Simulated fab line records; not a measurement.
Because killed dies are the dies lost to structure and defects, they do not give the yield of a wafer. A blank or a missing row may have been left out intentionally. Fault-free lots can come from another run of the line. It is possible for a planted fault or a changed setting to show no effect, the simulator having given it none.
fab line records | flow ritCmos
[record] lots = 14 wafers = 42 lastDay = 7
route steps=202 shown M1@184
lots that met no fault: from a run of the same line without faults
startH: the number of hours between the record's first day and the start of the first shown wafer of the lot | waitH: hours from the lot's prior step to this one | " identical to the entry in the row above | L1.1+2: one row covering several wafers at once | - no value, or no start was given | * or withheld: withheld | < > ~ a bound
route shown NAME@n: NAME is a module with steps in the file, n the number in the route of the first one | usual: average and standard deviation across the fault-free wafers | same: alike in all rows | chamber/n: place in a boat | sites: the reading at each site | _std_site: standard deviation across them | _edge_site: mean of outer sites minus mean of inner sites | radiusMm: for every site, how far away it sits from the centre of the wafer | mask NAME#n: copy n | behind: the last tool/chamber to shape the wafer | hold: the reason the lot was held/the length of the hold in hours/how it ended | device: the n, p or np transistor that did not switch | end of line: at the end of the route, the tests of the same wafers | where a step has no rows: the recipe by itself | killed: the dies lost at the first sort to structure and to defects; this is not the yield of the wafer | map: per-die view of a wafer (x killed, . not killed, _ where there is no die)
set.NAME: the setting the step ran with; set.NAME@STEP: the setting that earlier step ran with | model.NAME: the simulator's own value behind a step, which no gauge read
steps of the route over a sample of lots; a table a step, a row a wafer
services: when a tool's chamber went out of use (startH, in hours from the record's first day, below 0 if earlier), for how many hours, and the reason
[[steps]]
[step RIT_M1_SPUTTER_00]
[recipe] material = Al targetThkNm = 400 powerW = 2000 chamberPressurePa = 0.4 gas = Ar timeS = 500 substrateTempC = 25
[usual] substrateTempC = 25.01/0.11 throttleValvePct = 29.7/0.69
// columns lot.wafer tool chamber startH waitH substrateTempC throttleValvePct
L203.2 pvdSputter-04 - 52.21 0.0 25.13 29.6
L203.4 " - " " 25.12 29.9
L203.5 " - " " 25.18 28.9
L204.3 pvdSputter-04 - 57.08 0.0 24.97 29.9
L204.5 " - " " 24.93 29.5
L204.6 " - " " 24.87 30.1
L205.1 pvdSputter-03 - 63.53 0.0 24.84 30.9
L205.4 " - " " 25.15 30.5
L205.5 " - " " 25.10 30.8
L206.1 pvdSputter-04 - 68.57 0.0 24.95 29.5
L206.3 " - " " 24.75 29.9
L206.6 " - " " 25.00 29.9
L207.2 pvdSputter-04 - 74.21 0.0 24.88 29.7
L207.5 " - " " 24.79 29.5
L207.6 " - " " 24.91 30.0
L208.3 pvdSputter-03 - 78.86 0.0 25.22 30.7
L208.4 " - " " 24.89 28.5
L208.6 " - " " 25.01 30.5
L209.1 pvdSputter-04 - 81.98 0.0 24.93 29.5
L209.4 " - " " 24.91 29.8
L209.6 " - " " 24.89 30.0
L211.2 pvdSputter-03 - 93.61 0.0 25.01 28.7
L211.3 " - " " 25.02 30.5
L211.4 " - " " 24.77 30.9
L212.1 pvdSputter-04 - 98.33 0.0 24.96 30.0
L212.2 " - " " 24.96 29.7
L212.5 " - " " 24.93 29.9
L214.1 pvdSputter-04 - 107.52 0.0 25.03 29.8
L214.2 " - " " 25.14 28.8
L214.5 " - " " 25.08 29.2
L215.2 pvdSputter-01 - 113.55 0.0 25.01 28.8
L215.3 " - " " 25.02 30.5
L215.6 " - " " 24.95 28.9
L222.1 pvdSputter-03 - 153.60 0.0 25.13 30.9
L222.2 " - " " 24.94 30.7
L222.6 " - " " 25.21 30.6
L224.2 pvdSputter-01 - 161.41 0.0 24.90 29.7
L224.5 " - " " 24.96 28.5
L224.6 " - " " 25.01 30.0
L226.2 pvdSputter-03 - 170.30 0.0 25.07 30.2
L226.3 " - " " 24.99 31.0
L226.4 " - " " 25.11 30.8
[step RIT_M1_RS_MEAS_01]
[recipe] thkMeasGauge = four-point-probe reads = Al_of_M1_SPUTTER_00
[usual] M1_AL_RS = 0.0734/0.00075
// columns lot.wafer tool chamber startH waitH hold M1_AL_RS[ohm/sq]
L203.2 filmMetro-02 - 52.52 0.2 - 0.0729
L203.4 " - " " - 0.0733
L203.5 " - " " - 0.0733
L204.3 filmMetro-03 - 57.42 0.2 - 0.0736
L204.5 " - " " - 0.0740
L204.6 " - " " - 0.0736
L205.1 filmMetro-03 - 63.82 0.1 - 0.0728
L205.4 " - " " - 0.0731
L205.5 " - " " - 0.0728
L206.1 filmMetro-02 - 68.87 0.1 - 0.0736
L206.3 " - " " - 0.0732
L206.6 " - " " - 0.0731
L207.2 filmMetro-01 - 74.52 0.2 - 0.0716
L207.5 " - " " - 0.0723
L207.6 " - " " - 0.0718
L208.3 filmMetro-01 - 79.20 0.2 - 0.0733
L208.4 " - " " - 0.0744
L208.6 " - " " - 0.0736
L209.1 filmMetro-03 - 82.27 0.1 - 0.0730
L209.4 " - " " - 0.0740
L209.6 " - " " - 0.0738
L211.2 filmMetro-01 - 93.93 0.2 - 0.0728
L211.3 " - " " - 0.0722
L211.4 " - " " - 0.0727
L212.1 filmMetro-01 - 98.63 0.2 awaitDispo/0.2h/release 0.1016
L212.2 " - " " awaitDispo/0.2h/release 0.1014
L212.5 " - " " awaitDispo/0.2h/release 0.1013
L212.1 filmMetro-01 - 98.91 0.3 - 0.1017
L212.2 " - " " - 0.1014
L212.5 " - " " - 0.1011
L214.1 filmMetro-01 - 107.81 0.2 awaitDispo/0.2h/release 0.1025
L214.2 " - " " awaitDispo/0.2h/release 0.1021
L214.5 " - " " awaitDispo/0.2h/release 0.1026
L214.1 filmMetro-01 - 108.10 0.3 - 0.1027
L214.2 " - " " - 0.1017
L214.5 " - " " - 0.1027
L215.2 filmMetro-01 - 113.86 0.2 - 0.0742
L215.3 " - " " - 0.0739
L215.6 " - " " - 0.0736
L222.1 filmMetro-01 - 153.89 0.1 - 0.0731
L222.2 " - " " - 0.0736
L222.6 " - " " - 0.0733
L224.2 filmMetro-02 - 161.73 0.2 - 0.0731
L224.5 " - " " - 0.0729
L224.6 " - " " - 0.0734
L226.2 filmMetro-02 - 170.61 0.2 - 0.0727
L226.3 " - " " - 0.0726
L226.4 " - " " - 0.0725
[step RIT_M1_THK_MEAS_02]
[recipe] thkMeasGauge = xrf reads = Al_of_M1_SPUTTER_00
[usual] M1_AL_THK = 397/4.9
// columns lot.wafer tool chamber startH waitH hold M1_AL_THK[nm]
L203.2 filmMetro-02 - 52.63 0.1 - 399
L203.4 " - " " - 397
L203.5 " - " " - 398
L204.3 filmMetro-03 - 57.52 0.1 - 396
L204.5 " - " " - 394
L204.6 " - " " - 394
L205.1 filmMetro-03 - 63.94 0.1 - 401
L205.4 " - " " - 398
L205.5 " - " " - 399
L206.1 filmMetro-02 - 68.99 0.1 - 397
L206.3 " - " " - 400
L206.6 " - " " - 398
L207.2 filmMetro-01 - 74.63 0.1 - 407
L207.5 " - " " - 404
L207.6 " - " " - 406
L208.3 filmMetro-01 - 79.30 0.1 - 396
L208.4 " - " " - 392
L208.6 " - " " - 397
L209.1 filmMetro-03 - 82.39 0.1 - 396
L209.4 " - " " - 393
L209.6 " - " " - 394
L211.2 filmMetro-01 - 94.04 0.1 - 399
L211.3 " - " " - 404
L211.4 " - " " - 403
L212.1 filmMetro-01 - 103.41 4.5 awaitDispo/0.2h/release 292
L212.2 " - " " awaitDispo/0.2h/release 290
L212.5 " - " " awaitDispo/0.2h/release 294
L212.1 filmMetro-01 - 103.63 0.2 - 288
L212.2 " - " " - 289
L212.5 " - " " - 291
L214.1 filmMetro-01 - 110.61 2.5 awaitDispo/0.2h/release 285
L214.2 " - " " awaitDispo/0.2h/release 287
L214.5 " - " " awaitDispo/0.2h/release 287
L214.1 filmMetro-01 - 110.83 0.2 - 289
L214.2 " - " " - 289
L214.5 " - " " - 286
L215.2 filmMetro-01 - 113.97 0.1 - 393
L215.3 " - " " - 398
L215.6 " - " " - 394
L222.1 filmMetro-01 - 154.01 0.1 - 396
L222.2 " - " " - 395
L222.6 " - " " - 396
L224.2 filmMetro-02 - 161.84 0.1 - 402
L224.5 " - " " - 403
L224.6 " - " " - 397
L226.2 filmMetro-02 - 170.72 0.1 - 405
L226.3 " - " " - 406
L226.4 " - " " - 406
[step RIT_M1_METAL_ETCH_12]
[recipe] stopOn = SiO2 chemistry = Cl2/BCl3 target = Al timeS = 165 overEtchFrac = 0.5411 pressureMtorr = 100 targetDepthA = 6000 rfW = 250 Cl2_flow_sccm = 60 bcl3FlowSccm = 50
[usual] chamberPressureMTorr = 100.00/0.09 drypumpMotorCurrentA = 5.9/0.58 oesProductAu = 0.760/0.012 throttleValvePct = 8.25/0.075
[same] overEtchFrac = 0.5411 timeS = 165
// columns lot.wafer tool chamber startH waitH chamberPressureMTorr drypumpMotorCurrentA oesProductAu rfHoursCounterH throttleValvePct
L203.2 rieMetal-04 0 54.09 0.2 99.96 6.6 0.744 2 8.33
L203.4 " 0 " " 100.03 6.5 0.743 - 8.33
L203.5 " 0 " " 99.93 6.5 0.749 - 8.33
L204.3 rieMetal-02 0 59.17 0.2 100.17 5.8 0.767 - 8.28
L204.5 " 1 " " 100.06 6.4 0.747 - 8.13
L204.6 " 0 " " 100.17 5.8 0.768 - 8.28
L205.1 rieMetal-03 1 65.41 0.2 99.95 4.9 0.776 34 8.29
L205.4 " 0 " " 100.06 6.4 0.771 - 8.16
L205.5 " 1 " " 100.17 4.9 0.774 - 8.28
L206.1 rieMetal-04 1 70.46 0.2 99.92 5.4 0.749 2 8.30
L206.3 " 1 " " 99.98 5.4 0.763 - 8.29
L206.6 " 0 " " 100.18 6.5 0.755 - 8.31
L207.2 rieMetal-02 1 76.03 0.2 100.00 6.4 0.766 1 8.10
L207.5 " 0 " " 100.03 5.8 0.776 - 8.28
L207.6 " 1 " " 100.03 6.4 0.764 - 8.12
L208.3 rieMetal-03 1 80.68 0.2 100.00 4.9 0.775 - 8.28
L208.4 " 0 " " 100.07 6.4 0.773 - 8.16
L208.6 " 0 " " 99.90 6.4 0.767 - 8.16
L209.1 rieMetal-04 0 84.04 0.2 100.12 6.5 0.743 3 8.33
L209.4 " 1 " " 100.16 5.4 0.754 - 8.29
L209.6 " 1 " " 100.00 5.4 0.756 - 8.28
L211.2 rieMetal-03 0 95.50 0.2 99.94 6.3 0.780 36 8.15
L211.3 " 0 " " 99.93 6.4 0.780 - 8.17
L211.4 " 1 " " 100.00 4.9 0.773 - 8.28
L212.1 rieMetal-04 0 108.96 0.2 100.09 6.5 0.632 3 8.35
L212.2 " 1 " " 100.07 5.3 0.637 3 8.30
L212.5 " 1 " " 99.91 5.4 0.643 - 8.32
L215.2 rieMetal-04 1 115.36 0.2 99.92 5.4 0.753 3 8.30
L215.3 " 0 " " 100.02 6.5 0.742 - 8.34
L215.6 " 0 " " 99.97 6.5 0.741 - 8.33
L214.1 rieMetal-03 1 115.88 0.2 99.86 4.9 0.651 34 8.32
L214.2 " 0 " " 99.93 6.4 0.660 36 8.18
L214.5 " 0 " " 99.87 6.4 0.652 - 8.17
L222.1 rieMetal-04 0 155.36 0.2 100.03 6.5 0.748 3 8.31
L222.2 " 1 " " 99.96 5.4 0.756 3 8.30
L222.6 " 1 " " 100.00 5.4 0.763 - 8.29
L224.2 rieMetal-02 1 163.43 0.2 99.91 6.4 0.757 2 8.12
L224.5 " 0 " " 99.90 5.8 0.768 - 8.27
L224.6 " 1 " " 99.94 6.4 0.749 - 8.12
L226.2 rieMetal-03 0 172.06 0.2 100.06 6.4 0.770 0 8.16
L226.3 " 0 " " 100.13 6.4 0.777 - 8.16
L226.4 " 1 " " 100.15 4.9 0.780 - 8.28
[step RIT_M1_PROBE_99]
[usual] defectLimitedYield = 97.3/1.2 killed_at_M0_to_M3 = 0.0/0.16 killedAtContacts = 0.1/0.25 killedAtFrontEnd = 7/3.1 killedDies = 7/3.1 killedOpen = 3.6/2 killedShort = 3.5/2 sort_bin_3_pad_short = 0.2/0.25 sort_bin_5_function = 1.5/0.87 sort_bin_6_memory = 1.0/0.71 sortNPass = 257/3.1 sortYieldPct = 97.3/1.2
[same] grossDies = 264 killed_at_M4_up = 0 killedAtBackSide = 0 killedAtOther = 0
// columns lot.wafer tool chamber startH waitH hold defectLimitedYield[%] killed_at_M0_to_M3 killedAtContacts killedAtFrontEnd killedDies killedOpen killedShort sort_bin_3_pad_short[%] sort_bin_5_function[%] sort_bin_6_memory[%] sortNPass sortYieldPct[%]
L203.2 prober-02 - 56.40 0.1 - 98.5 0 0 4 4 2 2 0 1.1 0.4 260 98.5
L203.4 prober-02 - 56.50 0.2 - 98.5 0 0 4 4 3 1 0 0.8 0.8 260 98.5
L203.5 prober-02 - 56.55 0.2 - 97.0 0 0 8 8 4 4 0.4 0.8 1.9 256 97.0
L204.3 prober-01 - 61.49 0.2 - 97.7 1 0 5 6 4 2 0 0 2.3 258 97.7
L204.5 prober-01 - 61.59 0.2 - 98.5 0 0 4 4 2 2 0 1.1 0.4 260 98.5
L204.6 prober-01 - 61.64 0.2 - 98.5 0 0 4 4 3 1 0 0.4 1.1 260 98.5
L205.1 prober-02 - 67.67 0.1 - 98.9 0 1 2 3 1 2 0.8 0.4 0 261 98.9
L205.4 prober-02 - 67.82 0.2 - 98.1 0 0 5 5 4 1 0 1.9 0 259 98.1
L205.5 prober-02 - 67.87 0.2 - 99.2 0 0 2 2 0 2 0 0 0.8 262 99.2
L206.1 prober-01 - 73.44 0.1 - 97.0 0 0 8 8 5 3 0 1.9 1.1 256 97.0
L206.3 prober-01 - 73.54 0.2 - 96.2 0 0 10 10 5 5 0.8 2.3 0.8 254 96.2
L206.6 prober-01 - 73.69 0.2 - 96.6 0 0 9 9 5 4 0.4 1.5 1.5 255 96.6
L207.2 prober-02 - 78.35 0.1 - 97.0 0 0 8 8 5 3 0 1.5 1.5 256 97.0
L207.5 prober-02 - 78.50 0.2 - 95.8 0 0 11 11 7 4 0 2.7 1.5 253 95.8
L207.6 prober-02 - 78.55 0.2 - 97.3 0 0 7 7 1 6 0 1.1 1.5 257 97.3
L208.3 prober-01 - 83.54 0.2 - 95.8 0 0 11 11 3 8 0.8 2.7 0.8 253 95.8
L208.4 prober-01 - 83.59 0.2 - 96.6 0 0 9 9 6 3 0.4 1.5 1.5 255 96.6
L208.6 prober-01 - 83.69 0.2 - 97.0 0 0 8 8 3 5 0 1.5 1.5 256 97.0
L209.1 prober-02 - 86.29 0.1 - 98.1 0 0 5 5 3 2 0 0.8 1.1 259 98.1
L209.4 prober-02 - 86.44 0.2 - 98.1 0 0 5 5 2 3 0 1.5 0.4 259 98.1
L209.6 prober-02 - 86.54 0.2 - 95.5 0 0 12 12 5 7 0.4 2.3 1.9 252 95.5
L211.2 prober-02 - 97.82 0.1 - 97.0 0 0 8 8 4 4 0.4 1.5 1.1 256 97.0
L211.3 prober-02 - 97.87 0.2 - 92.8 0 0 19 19 9 10 0 5.3 1.9 245 92.8
L211.4 prober-02 - 97.92 0.2 - 97.3 0 0 7 7 5 2 0 2.3 0.4 257 97.3
L212.1 prober-01 - 114.23 2.7 awaitDispo/2.6h/release 97.3 0 0 7 7 3 4 0.4 1.5 0.8 257 97.3
L212.2 prober-01 - 114.28 2.7 awaitDispo/2.6h/release 98.1 0 0 5 5 4 1 0 1.1 0.8 259 98.1
L212.5 prober-01 - 114.43 2.8 awaitDispo/2.6h/release 94.7 0 0 14 14 8 6 0 3.0 2.3 250 94.7
L215.2 prober-02 - 117.66 0.1 - 98.1 0 0 5 5 4 1 0 1.5 0.4 259 98.1
L215.3 prober-02 - 117.71 0.2 - 98.5 0 1 3 4 3 1 0.4 0.4 0.8 260 98.5
L215.6 prober-02 - 117.86 0.2 - 98.5 0 0 4 4 2 2 0 1.5 0 260 98.5
L214.1 prober-01 - 120.68 2.4 awaitDispo/2.3h/release 97.7 0 0 6 6 2 4 0.4 0.4 1.5 258 97.7
L214.2 prober-01 - 120.73 2.4 awaitDispo/2.3h/release 95.8 1 0 10 11 3 8 0.4 2.7 1.1 253 95.8
L214.5 prober-01 - 120.88 2.5 awaitDispo/2.3h/release 97.0 0 0 8 8 5 3 0 1.5 1.5 256 97.0
L222.1 prober-01 - 157.61 0.1 - 97.7 0 0 6 6 3 3 0 1.9 0.4 258 97.7
L222.2 prober-01 - 157.66 0.1 - 98.5 0 0 4 4 3 1 0 1.1 0.4 260 98.5
L222.6 prober-01 - 157.86 0.2 - 96.6 0 0 9 9 6 3 0.4 1.9 1.1 255 96.6
L224.2 prober-01 - 165.75 0.1 - 96.2 0 0 10 10 2 8 0.4 1.9 1.5 254 96.2
L224.5 prober-01 - 165.90 0.2 - 97.3 0 0 7 7 5 2 0 1.9 0.8 257 97.3
L224.6 prober-01 - 165.95 0.2 - 96.2 0 0 10 10 6 4 0.4 1.5 1.9 254 96.2
L226.2 prober-01 - 174.38 0.1 - 97.3 0 0 7 7 4 3 0.4 1.1 1.1 257 97.3
L226.3 prober-01 - 174.43 0.2 - 98.1 0 0 5 5 3 2 0 0.4 1.5 259 98.1
L226.4 prober-01 - 174.48 0.2 - 97.7 0 0 6 6 3 3 0 1.5 0.8 258 97.7
// killed by level:class
L203.2 REOX:geometricParticle:short=2 GATE:geometricParticle:open=1 SPACER:geometricParticle:open=1
L203.4 FOX1:geometricParticle:open=2 FOX1:geometricParticle:short=1 GATE:geometricParticle:open=1
L203.5 GATE:geometricParticle:open=2 REOX:geometricParticle:short=2 FOX1:geometricParticle:open=1 FOX1:geometricParticle:short=1 REOX:geometricParticle:open=1 SPACER:geometricParticle:short=1
L204.3 FOX1:geometricParticle:open=1 GATE:geometricParticle:open=1 REOX:geometricParticle:open=1 SPACER:geometricParticle:open=1 SPACER:geometricParticle:short=1 M1:geometricParticle:short=1
L204.5 REOX:geometricParticle:open=2 FOX1:geometricParticle:short=1 REOX:geometricParticle:short=1
L204.6 FOX1:geometricParticle:short=1 FOX1:geometricParticle:open=1 FOX2:geometricParticle:open=1 GATE:geometricParticle:open=1
L205.1 REOX:geometricParticle:open=1 SILICIDE:geometricParticle:short=1 CONTACT:geometricParticle:short=1
L205.4 FOX1:geometricParticle:open=1 FOX2:geometricParticle:open=1 REOX:geometricParticle:short=1 REOX:geometricParticle:open=1 SILICIDE:geometricParticle:open=1
L205.5 GATE:geometricParticle:short=1 SILICIDE:geometricParticle:short=1
L206.1 FOX1:geometricParticle:short=2 SPACER:geometricParticle:open=2 GATE:geometricParticle:open=1 REOX:geometricParticle:open=1 SPACER:geometricParticle:short=1 SILICIDE:geometricParticle:open=1
L206.3 SPACER:geometricParticle:short=3 SPACER:geometricParticle:open=2 FOX1:geometricParticle:open=1 GATE:geometricParticle:short=1 REOX:geometricParticle:open=1 REOX:geometricParticle:short=1 SILICIDE:geometricParticle:open=1
L206.6 GATE:geometricParticle:open=3 SPACER:geometricParticle:open=2 FOX1:geometricParticle:short=1 GATE:geometricParticle:short=1 REOX:geometricParticle:short=1 SPACER:geometricParticle:short=1
L207.2 GATE:geometricParticle:open=2 SILICIDE:geometricParticle:short=2 SILICIDE:geometricParticle:open=2 REOX:geometricParticle:open=1 SPACER:geometricParticle:short=1
L207.5 GATE:geometricParticle:open=3 REOX:geometricParticle:open=2 FOX1:geometricParticle:short=1 GATE:geometricParticle:short=1 SPACER:geometricParticle:short=1 SPACER:geometricParticle:open=1 SILICIDE:geometricParticle:open=1 SILICIDE:geometricParticle:short=1
L207.6 REOX:geometricParticle:short=4 GATE:geometricParticle:short=1 REOX:geometricParticle:open=1 SILICIDE:geometricParticle:short=1
L208.3 REOX:geometricParticle:short=4 GATE:geometricParticle:short=3 FOX2:geometricParticle:short=1 GATE:geometricParticle:open=1 REOX:geometricParticle:open=1 SPACER:geometricParticle:open=1
L208.4 GATE:geometricParticle:open=3 REOX:geometricParticle:open=2 FOX2:geometricParticle:short=1 FOX2:geometricParticle:open=1 GATE:geometricParticle:short=1 REOX:geometricParticle:short=1
L208.6 REOX:geometricParticle:short=2 SILICIDE:geometricParticle:short=2 SPACER:geometricParticle:short=1 FOX2:geometricParticle:open=1 GATE:geometricParticle:open=1 REOX:geometricParticle:open=1
L209.1 FOX1:geometricParticle:short=2 SPACER:geometricParticle:open=2 FOX1:geometricParticle:open=1
L209.4 SPACER:geometricParticle:short=2 FOX1:geometricParticle:short=1 FOX2:geometricParticle:open=1 GATE:geometricParticle:open=1
L209.6 GATE:geometricParticle:open=4 GATE:geometricParticle:short=3 FOX1:geometricParticle:short=1 REOX:geometricParticle:short=1 SPACER:geometricParticle:short=1 SILICIDE:geometricParticle:short=1 SILICIDE:geometricParticle:open=1
L211.2 FOX1:geometricParticle:open=2 GATE:geometricParticle:short=2 FOX1:geometricParticle:short=1 FOX2:geometricParticle:open=1 GATE:geometricParticle:open=1 SILICIDE:geometricParticle:short=1
L211.3 GATE:geometricParticle:short=4 FOX1:geometricParticle:short=3 FOX1:geometricParticle:open=3 GATE:geometricParticle:open=3 SPACER:geometricParticle:short=2 FOX2:geometricParticle:open=1 SPACER:geometricParticle:open=1 SILICIDE:geometricParticle:open=1
L211.4 GATE:geometricParticle:short=2 GATE:geometricParticle:open=2 FOX1:geometricParticle:open=1 FOX2:geometricParticle:open=1 SILICIDE:geometricParticle:open=1
L212.1 FOX1:geometricParticle:short=2 GATE:geometricParticle:open=2 FOX2:geometricParticle:short=1 FOX2:geometricParticle:open=1 GATE:geometricParticle:short=1
L212.2 GATE:geometricParticle:open=3 FOX2:geometricParticle:open=1 GATE:geometricParticle:short=1
L212.5 GATE:geometricParticle:short=3 GATE:geometricParticle:open=3 FOX2:geometricParticle:short=2 SILICIDE:geometricParticle:open=2 FOX1:geometricParticle:open=1 FOX2:geometricParticle:open=1 REOX:geometricParticle:open=1 SILICIDE:geometricParticle:short=1
L215.2 FOX1:geometricParticle:open=1 FOX2:geometricParticle:open=1 GATE:geometricParticle:open=1 REOX:geometricParticle:short=1 SPACER:geometricParticle:open=1
L215.3 FOX2:geometricParticle:open=1 GATE:geometricParticle:short=1 SPACER:geometricParticle:open=1 CONTACT:geometricParticle:open=1
L215.6 GATE:geometricParticle:short=2 REOX:geometricParticle:open=2
L214.1 FOX1:geometricParticle:open=2 FOX1:geometricParticle:short=1 GATE:geometricParticle:short=1 REOX:geometricParticle:short=1 SILICIDE:geometricParticle:short=1
L214.2 SPACER:geometricParticle:short=3 FOX1:geometricParticle:open=2 SILICIDE:geometricParticle:short=2 GATE:geometricParticle:short=1 REOX:geometricParticle:short=1 SPACER:geometricParticle:open=1 M1:geometricParticle:short=1
L214.5 GATE:geometricParticle:open=2 SILICIDE:geometricParticle:short=1 FOX2:geometricParticle:open=1 GATE:geometricParticle:short=1 REOX:geometricParticle:open=1 SPACER:geometricParticle:short=1 SPACER:geometricParticle:open=1
L222.1 GATE:geometricParticle:open=3 SPACER:geometricParticle:short=2 REOX:geometricParticle:short=1
L222.2 REOX:geometricParticle:open=2 GATE:geometricParticle:short=1 SPACER:geometricParticle:open=1
L222.6 GATE:geometricParticle:open=3 FOX1:geometricParticle:short=2 FOX1:geometricParticle:open=1 REOX:geometricParticle:open=1 SPACER:geometricParticle:open=1 SPACER:geometricParticle:short=1
L224.2 SILICIDE:geometricParticle:short=3 GATE:geometricParticle:short=2 FOX1:geometricParticle:short=1 GATE:geometricParticle:open=1 REOX:geometricParticle:short=1 SPACER:geometricParticle:short=1 SILICIDE:geometricParticle:open=1
L224.5 FOX1:geometricParticle:short=2 FOX2:geometricParticle:open=1 GATE:geometricParticle:open=1 REOX:geometricParticle:open=1 SPACER:geometricParticle:open=1 SILICIDE:geometricParticle:open=1
L224.6 REOX:geometricParticle:short=2 SPACER:geometricParticle:open=2 SILICIDE:geometricParticle:open=2 FOX1:geometricParticle:short=1 FOX1:geometricParticle:open=1 FOX2:geometricParticle:open=1 SILICIDE:geometricParticle:short=1
L226.2 GATE:geometricParticle:open=2 SPACER:geometricParticle:short=2 FOX1:geometricParticle:open=1 SPACER:geometricParticle:open=1 SILICIDE:geometricParticle:short=1
L226.3 FOX1:geometricParticle:open=1 GATE:geometricParticle:open=1 SPACER:geometricParticle:short=1 SILICIDE:geometricParticle:short=1 SILICIDE:geometricParticle:open=1
L226.4 FOX1:geometricParticle:short=1 FOX1:geometricParticle:open=1 GATE:geometricParticle:open=1 GATE:geometricParticle:short=1 REOX:geometricParticle:open=1 SPACER:geometricParticle:short=1
[[services]]
// columns tool chamber startH hours kind
rieMetal-04 - 43.61 0.5 repair
pvdSputter-01 - 117.17 1.0 repair
pvdSputter-04 - 132.09 2.6 repair
rieMetal-03 - 136.12 20.0 pm
rieMetal-03 0 136.12 20.0 ventCycle
rieMetal-03 1 136.12 20.0 ventCycle
pvdSputter-04 - 138.21 1.1 repair
pvdSputter-03 - 145.05 0.9 repair
rieMetal-03 0 156.12 - clean
rieMetal-03 1 156.12 - clean
[[key]]
[firstSign] step = RIT_M1_RS_MEAS_01 reading = visit direction = added
[effect] step = RIT_M1_RS_MEAS_01 reading = M1_AL_RS direction = up sigmas = 38 usual = 0.0734 struck = 0.1019
[effect] step = RIT_M1_THK_MEAS_02 reading = visit direction = added
[effect] step = RIT_M1_THK_MEAS_02 reading = M1_AL_THK direction = down sigmas = 22 usual = 397 struck = 289
[effect] step = RIT_M1_METAL_ETCH_12 reading = oesProductAu direction = down sigmas = 9.4 usual = 0.760 struck = 0.646
metAt RIT_M1_SPUTTER_00
struckLots L212,L214
onsetBetween 81.98 98.33
[fault] kind = processParameterDrift tool = pvdSputter-04 chamber = - onsetH = 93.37 steps = RIT_M1_SPUTTER_00 channel = timeS offset = * shape = step endH = 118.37 stated = *
